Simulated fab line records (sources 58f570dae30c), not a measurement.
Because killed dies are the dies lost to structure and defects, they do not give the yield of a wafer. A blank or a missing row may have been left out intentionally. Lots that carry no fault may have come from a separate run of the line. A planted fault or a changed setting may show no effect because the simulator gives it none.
Struck lot and sound lot, side by side -- flow berkeley-cmos170 -- 14 steps out of a route of 331
Sound: the wafers L654.2, L654.4, L654.6. Wafers L657.2, L657.3, L657.6 were the ones struck. At the end, the cause is stated.
At each step with rows: each side's tool, then ch and its chambers, then its first start. Under that, the readings that differ: sound wafers -- struck wafers -- difference of the means -- sigmas: that difference in standard deviations of wafers without a fault.
alike: readings with means less than 2 such deviations apart, plus words and numbers identical on both sides. not compared: withheld readings, readings lacking a value on some wafer, bounds such as >300 that could conceal the same value, and numbers that have no deviation in the record and whose values overlap.
Wherever a step has rows on one side only, a row that says differs or no value, or a row with sigmas, the two part there. Non-overlapping numbers with no deviation appear without sigmas and do not part them. Lack of a reading on every wafer of one side parts them only where that side has two or more wafers.

UCB170_PLDD_TW_MEAS_11:
  sound: film-metro-03 at day 6 19:55; struck: film-metro-03 at day 7 05:38
  alike: PLDD_TW
then, 7 steps without rows for these wafers: UCB170_PLDD_CLEAN_12 (cleans in SPM, time 600 s); UCB170_NLDD_HMDS_00 (prime time 60 s); UCB170_NLDD_COAT_01 (resist thk 900 nm); UCB170_NLDD_SOFTBAKE_02 (time 60 s); UCB170_NLDD_EXPOSE_03 (exposes mask NSELECT, target cd 1200 nm); UCB170_NLDD_PEB_04; UCB170_NLDD_DEVELOP_05 (develop time 45 s).
UCB170_NLDD_CD_MEAS_06: target cd 1200 nm.
  sound: cd-sem-02 at day 6 22:01; struck: cd-sem-02 at day 7 07:22
  alike: cd-nm
UCB170_NLDD_OVL_MEAS_07:
  sound: overlay-01 at day 6 22:07; struck: overlay-01 at day 7 07:28
  alike: NLDD_OVL
then, 2 steps without rows for these wafers: UCB170_NLDD_IMPLANT_08; UCB170_NLDD_IMPLANT_09.
UCB170_NLDD_STRIP_10: strips in O2.
  sound on plasma-asher-01 ch 0,1, day 6 22:27; struck on plasma-asher-01 ch 0,1, day 7 07:48
reading,sound,struck,difference,sigmas
o2-flow-sccm (sccm),398.2 400.1 400.0,481.2 481.4 479.7,+81.3,+68
oes-product-au (a.u.),0.743 0.740 0.732,0.746 0.751 0.752,+0.011,+2
strip-time-to-endpoint-s (s),21.65 21.73 21.65,21.12 21.08 21.03,-0.60,-10
  alike: drypump-motor-current-A
  not compared: rf-hours-counter-h
UCB170_NLDD_TW_MEAS_11:
  sound: film-metro-04 at day 6 22:34; struck: film-metro-04 at day 7 07:55
  alike: NLDD_TW

WHERE THEY PART
At UCB170_NLDD_STRIP_10 and nowhere else, as far as this record goes. Later steps at which nothing parts them and some readings are alike: UCB170_NLDD_TW_MEAS_11.

WHY: what had been put in by the simulator
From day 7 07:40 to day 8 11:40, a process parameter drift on plasma-asher-01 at UCB170_NLDD_STRIP_10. From 400, the setting o2-flow-sccm moved by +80. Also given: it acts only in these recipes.
